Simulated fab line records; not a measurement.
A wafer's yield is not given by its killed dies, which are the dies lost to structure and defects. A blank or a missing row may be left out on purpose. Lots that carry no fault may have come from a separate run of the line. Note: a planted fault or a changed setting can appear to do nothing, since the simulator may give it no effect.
Split-lot experiment	flow berkeley_cmos170	5 lots, 23 wafers read, on a route of 331 steps

## THE SPLIT
At UCB170_V2_COAT_07 (resist thk 900 nm), the setting resist_thk_nm was moved away from the recipe's 900 nm on 9 of the 23 wafers read, by -5.5% to +5.1%. The other wafers ran this setting at the recipe's value.

The reading is taken at the split's own step.

## THE READING
KrF_of_V2_COAT_07.thk_nm (the simulator's own value, which no gauge read), in nm, at UCB170_V2_COAT_07 (resist thk 900 nm). The file gives no usual value for it. Across the 14 wafers here that went through the recipe, the average is 899.1 nm and the standard deviation 2.1 nm.

wafer	tool, chamber at the split	resist_thk_nm as run, nm	against the recipe	KrF_of_V2_COAT_07.thk_nm, nm	against lot-mates on the recipe
L074.1	litho_track-01, 0	900	recipe	899.6	-
L074.2	litho_track-01, 0	933.5	+3.7%	933.7	+33.3
L074.3	litho_track-01, 0	900	recipe	901	-
L074.4	litho_track-01, 0	933.5	+3.7%	935.7	+35.3
L074.6	litho_track-01, 0	900	recipe	900.6	-
L075.4	litho_track-04, 0	900	recipe	898.8	-
L075.5	litho_track-04, 0	900	recipe	897.7	-
L075.6	litho_track-04, 0	900	recipe	897.8	-
L076.1	litho_track-04, 0	900	recipe	897	-
L076.2	litho_track-04, 0	900	recipe	898	-
L076.3	litho_track-04, 0	946.2	+5.1%	944.5	+48.0
L076.5	litho_track-04, 0	900	recipe	894.6	-
L076.6	litho_track-04, 0	946.2	+5.1%	942.9	+46.4
L085.1	litho_track-01, 0	900	recipe	901.8	-
L085.2	litho_track-01, 0	850.4	-5.5%	851.4	-48.1
L085.3	litho_track-01, 0	900	recipe	898.2	-
L085.4	litho_track-01, 0	850.4	-5.5%	849.3	-50.2
L085.6	litho_track-01, 0	900	recipe	898.6	-
L083.1	litho_track-04, 0	854.8	-5.0%	853.7	-48.0
L083.3	litho_track-04, 0	854.8	-5.0%	856.5	-45.2
L083.4	litho_track-04, 0	900	recipe	903.1	-
L083.5	litho_track-04, 0	900	recipe	900.4	-
L083.6	litho_track-04, 0	854.8	-5.0%	854.2	-47.5

FIT RESULTS
A straight line over all 23 wafers: KrF_of_V2_COAT_07.thk_nm changes by +8.9 nm for each +1% of resist_thk_nm; r = +1.00; the points scatter about the line by 2 nm.
The same after taking each lot's own level away (the mean of its wafers on the recipe; 23 wafers): +9.17 nm for each +1%; r = +1.00; scatter 1.3 nm.
On that fit, the largest move of resist_thk_nm shifts the reading by 51 nm.
Measured against the standard deviation above, the lots' own levels, which go from 896.53 to 901.75 nm, span 2.5 times it.
Hence the lot-to-lot level has little effect on the slope; both slopes agree.
Check: for one of the wafers moved furthest among these (-5.5%), held out of the fit, the line's prediction against its lot-mates is -51 nm. It came out at -48.1 nm against them.

## FURTHER SPLITS ON THESE WAFERS
These wafers also went through other splits before the reading. Each is held against what the fit with the lots' levels taken away leaves over:
other split on the same wafers	wafers away from the commonest value	r with KrF_of_V2_COAT_07.thk_nm (lot level and that fit taken away)
UCB170_PSD_PEB_04 peb_temp_c	8	+0.18
UCB170_CONTACT_CVD_01 temp_c	15	-0.17
UCB170_V1_CVD_00 time_s	5	+0.20
UCB170_M2_SPUTTER_01 power_w	12	-0.14

## THE WHOLE CHAIN: every reading that the file lists as answering this split, in the file's order
step	what it does	reading	change (the file's fit)	r (the file's)
UCB170_V2_COAT_07	resist thk 900 nm	KrF_of_V2_COAT_07.thk_nm (the simulator's own value, which no gauge read)	+9.15 nm for each +1% of the setting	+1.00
UCB170_V2_STRIP_15	strips in O2	strip_time_to_endpoint_s	withheld for each +1% of the setting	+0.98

## FILE'S OWN FIT
KrF_of_V2_COAT_07.thk_nm changes by +9.15 nm for each +1% of resist_thk_nm, r = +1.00.
